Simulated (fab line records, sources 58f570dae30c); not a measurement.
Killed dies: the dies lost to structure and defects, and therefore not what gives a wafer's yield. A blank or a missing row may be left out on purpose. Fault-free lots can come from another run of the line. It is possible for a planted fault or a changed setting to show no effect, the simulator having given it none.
Which tool is to blame? / flow berkeley_cmos170 / Sampling: 14 lots, 42 wafers, 4 of 331 route steps

WHAT THE GAUGES SHOWED, per wafer
UCB170_START_THK_MEAS_03.
lot=L675; measured=day 1 19:36; on=film_metro-04; START_OXIDE_THK (nm)=20.3 20.4 20.5
lot=L676; measured=day 2 01:15; on=film_metro-03; START_OXIDE_THK (nm)=19.6 19.5 19.5
lot=L677; measured=day 2 04:05; on=film_metro-02; START_OXIDE_THK (nm)=20.0 19.7 20.0
lot=L678; measured=day 2 10:13; on=film_metro-02; START_OXIDE_THK (nm)=20.9 20.4 21.0
lot=L681; measured=day 3 00:41; on=film_metro-02; START_OXIDE_THK (nm)=19.9 20.2 19.6
lot=L682; measured=day 3 06:20; on=film_metro-04; START_OXIDE_THK (nm)=20.4 19.9 20.0
lot=L683; measured=day 3 10:16; on=film_metro-02; START_OXIDE_THK (nm)=20.7 20.4 20.8
lot=L684; measured=day 3 15:49; on=film_metro-04; START_OXIDE_THK (nm)=20.4 20.4 20.4
lot=L685; measured=day 3 22:29; on=film_metro-03; START_OXIDE_THK (nm)=20.5 20.1 20.1
lot=L693; measured=day 5 13:15; on=film_metro-02; START_OXIDE_THK (nm)=20.7 21.0 20.7
lot=L694; measured=day 5 19:03; on=film_metro-02; START_OXIDE_THK (nm)=19.4 20.2 19.8
lot=L695; measured=day 5 23:14; on=film_metro-03; START_OXIDE_THK (nm)=20.0 20.2 20.3
lot=L696; measured=day 6 05:06; on=film_metro-02; START_OXIDE_THK (nm)=20.2 20.4 20.4
lot=L697; measured=day 6 08:27; on=film_metro-02; START_OXIDE_THK (nm)=20.6 20.6 20.2

UCB170_PLDD_OVL_MEAS_07.
lot=L675; measured=day 6 09:48; on=overlay-02; PLDD_OVL (nm)=-4 -9 -6
lot=L676; measured=day 6 09:33; on=overlay-02; PLDD_OVL (nm)=2 6 -1
lot=L677; measured=day 6 14:05; on=overlay-01; PLDD_OVL (nm)=1 0 6
lot=L678; measured=day 6 13:49; on=overlay-01; PLDD_OVL (nm)=3 7 4
lot=L681; measured=day 7 05:37; on=overlay-01; PLDD_OVL (nm)=-7 -4 -6
lot=L682; measured=day 8 04:17; on=overlay-01; PLDD_OVL (nm)=-2 0 -6
lot=L683; measured=day 8 04:02; on=overlay-02; PLDD_OVL (nm)=-6 -3 1
lot=L684; measured=day 8 11:59; on=overlay-02; PLDD_OVL (nm)=-5 -6 -5
lot=L685; measured=day 8 13:52; on=overlay-02; PLDD_OVL (nm)=7 -6 2
lot=L695; measured=day 10 23:01; on=overlay-01; PLDD_OVL (nm)=4 0 4
lot=L696; measured=day 10 23:22; on=overlay-02; PLDD_OVL (nm)=14 -2 6
lot=L697; measured=day 11 23:08; on=overlay-01; PLDD_OVL (nm)=0 3 -4

UCB170_SDANNEAL_RS_MEAS_02: measurement is done with a four-point probe.
lot=L675; measured=day 6 21:46; on=film_metro-04; PSD_RS (ohm/sq)=75.4 75.5 75.6
lot=L676; measured=day 6 21:33; on=film_metro-02; PSD_RS (ohm/sq)=75.6 75.2 75.4
lot=L677; measured=day 7 01:52; on=film_metro-03; PSD_RS (ohm/sq)=75.8 75.9 75.8
lot=L678; measured=day 7 01:28; on=film_metro-02; PSD_RS (ohm/sq)=76.0 75.7 75.7
lot=L681; measured=day 7 18:55; on=film_metro-02; PSD_RS (ohm/sq)=75.4 75.5 75.3
lot=L682; measured=day 8 16:43; on=film_metro-03; PSD_RS (ohm/sq)=75.9 75.6 75.5
lot=L683; measured=day 8 16:19; on=film_metro-04; PSD_RS (ohm/sq)=75.2 74.8 74.9
lot=L684; measured=day 9 02:23; on=film_metro-03; PSD_RS (ohm/sq)=75.5 75.4 75.3
lot=L685; measured=day 9 02:38; on=film_metro-02; PSD_RS (ohm/sq)=75.6 75.2 75.5
lot=L695; measured=day 11 10:17; on=film_metro-04; PSD_RS (ohm/sq)=75.0 74.8 75.1
lot=L696; measured=day 11 10:48; on=film_metro-02; PSD_RS (ohm/sq)=75.6 75.3 75.3
lot=L697; measured=day 12 15:46; on=film_metro-02; PSD_RS (ohm/sq)=76.0 75.6 76.1

TOOL THAT RAN EACH LOT (tool first, then ch and the chambers of the sampled wafers, then the start)
lot=L675; UCB170_PWELL_CVD_05=lpcvd-02 ch 1, day 3 03:17
lot=L676; UCB170_PWELL_CVD_05=lpcvd-02 ch 1, day 3 03:17
lot=L677; UCB170_PWELL_CVD_05=lpcvd-01 ch 1, day 3 05:58
lot=L678; UCB170_PWELL_CVD_05=lpcvd-02 ch 1, day 3 12:57
lot=L681; UCB170_PWELL_CVD_05=lpcvd-01 ch 0, day 4 03:07
lot=L682; UCB170_PWELL_CVD_05=lpcvd-02 ch 0, day 4 10:57
lot=L683; UCB170_PWELL_CVD_05=lpcvd-02 ch 1, day 4 10:57
lot=L684; UCB170_PWELL_CVD_05=lpcvd-01 ch 0, day 4 21:03
lot=L685; UCB170_PWELL_CVD_05=lpcvd-01 ch 1, day 5 03:52
lot=L693; UCB170_PWELL_CVD_05=lpcvd-01 ch 0, day 6 19:05
lot=L694; UCB170_PWELL_CVD_05=lpcvd-01 ch 0, day 7 05:05
lot=L695; UCB170_PWELL_CVD_05=lpcvd-02 ch 1, day 7 11:49
lot=L696; UCB170_PWELL_CVD_05=lpcvd-02 ch 1, day 7 11:49
lot=L697; UCB170_PWELL_CVD_05=lpcvd-01 ch 0, day 7 21:44
- UCB170_PWELL_CVD_05: deposits Si3N4 from SiH2Cl2/NH3, target thk 220 nm, time 3300 s.

AS READ BY THE TOOLS THEMSELVES (means over the sampled wafers that have a number; for cases with no such wafer, the mark the record gives instead)
UCB170_PWELL_CVD_05.
lot=L675; tool=lpcvd-02; nh3_flow_sccm (sccm)=75.06; pressure_mtorr (mTorr)=200.3; sih2cl2_flow_sccm (sccm)=25.00
lot=L676; tool=lpcvd-02; nh3_flow_sccm (sccm)=75.23; pressure_mtorr (mTorr)=199.7; sih2cl2_flow_sccm (sccm)=24.98
lot=L677; tool=lpcvd-01; nh3_flow_sccm (sccm)=74.91; pressure_mtorr (mTorr)=199.9; sih2cl2_flow_sccm (sccm)=24.94
lot=L678; tool=lpcvd-02; nh3_flow_sccm (sccm)=75.15; pressure_mtorr (mTorr)=199.8; sih2cl2_flow_sccm (sccm)=24.94
lot=L681; tool=lpcvd-01; nh3_flow_sccm (sccm)=75.02; pressure_mtorr (mTorr)=200.6; sih2cl2_flow_sccm (sccm)=25.01
lot=L682; tool=lpcvd-02; nh3_flow_sccm (sccm)=74.75; pressure_mtorr (mTorr)=200.2; sih2cl2_flow_sccm (sccm)=24.99
lot=L683; tool=lpcvd-02; nh3_flow_sccm (sccm)=75.06; pressure_mtorr (mTorr)=200.3; sih2cl2_flow_sccm (sccm)=24.98
lot=L684; tool=lpcvd-01; nh3_flow_sccm (sccm)=75.23; pressure_mtorr (mTorr)=200.1; sih2cl2_flow_sccm (sccm)=24.92
lot=L685; tool=lpcvd-01; nh3_flow_sccm (sccm)=75.17; pressure_mtorr (mTorr)=200.0; sih2cl2_flow_sccm (sccm)=24.97
lot=L693; tool=lpcvd-01; nh3_flow_sccm (sccm)=-; pressure_mtorr (mTorr)=-; sih2cl2_flow_sccm (sccm)=-
lot=L694; tool=lpcvd-01; nh3_flow_sccm (sccm)=-; pressure_mtorr (mTorr)=-; sih2cl2_flow_sccm (sccm)=-
lot=L695; tool=lpcvd-02; nh3_flow_sccm (sccm)=74.80; pressure_mtorr (mTorr)=200.5; sih2cl2_flow_sccm (sccm)=24.92
lot=L696; tool=lpcvd-02; nh3_flow_sccm (sccm)=74.55; pressure_mtorr (mTorr)=200.0; sih2cl2_flow_sccm (sccm)=25.01
lot=L697; tool=lpcvd-01; nh3_flow_sccm (sccm)=74.83; pressure_mtorr (mTorr)=200.0; sih2cl2_flow_sccm (sccm)=25.00

THE ANSWER, worked out from the rows above alone
Rule: what is usual is taken from the lots themselves. Put in order of their means at a reading, lots are off if they are a third of the lots or fewer, leave a main group of 4 or more, and stand apart from it by a gap of 3 or more times the standard deviation of the main group's means; of several such gaps the widest counts. If all means in a main group match to the digits the tables above print for the reading, that group is not used. A lot without any number at a reading at which 4 lots or more have one is off too. Where the step has rows for the other lots, those lots are counted as sound. First the gauges in route order, then the tools' own readings, where a lot's mean is used as printed above. At the first step where some lot is off, the reading lying furthest off is the one used; lots without a number count as furthest.
Off, at UCB170_PWELL_CVD_05 on nh3_flow_sccm: L693, L694. Without a number there: L693, L694. Main group: mean 74.98 sccm, sd 0.2.
A tool fits if, at that step or a process step before it, it ran every lot that is off, and no sound lot after the first of them. Of those tried, none fits.

WHAT THE SIMULATOR PUT IN
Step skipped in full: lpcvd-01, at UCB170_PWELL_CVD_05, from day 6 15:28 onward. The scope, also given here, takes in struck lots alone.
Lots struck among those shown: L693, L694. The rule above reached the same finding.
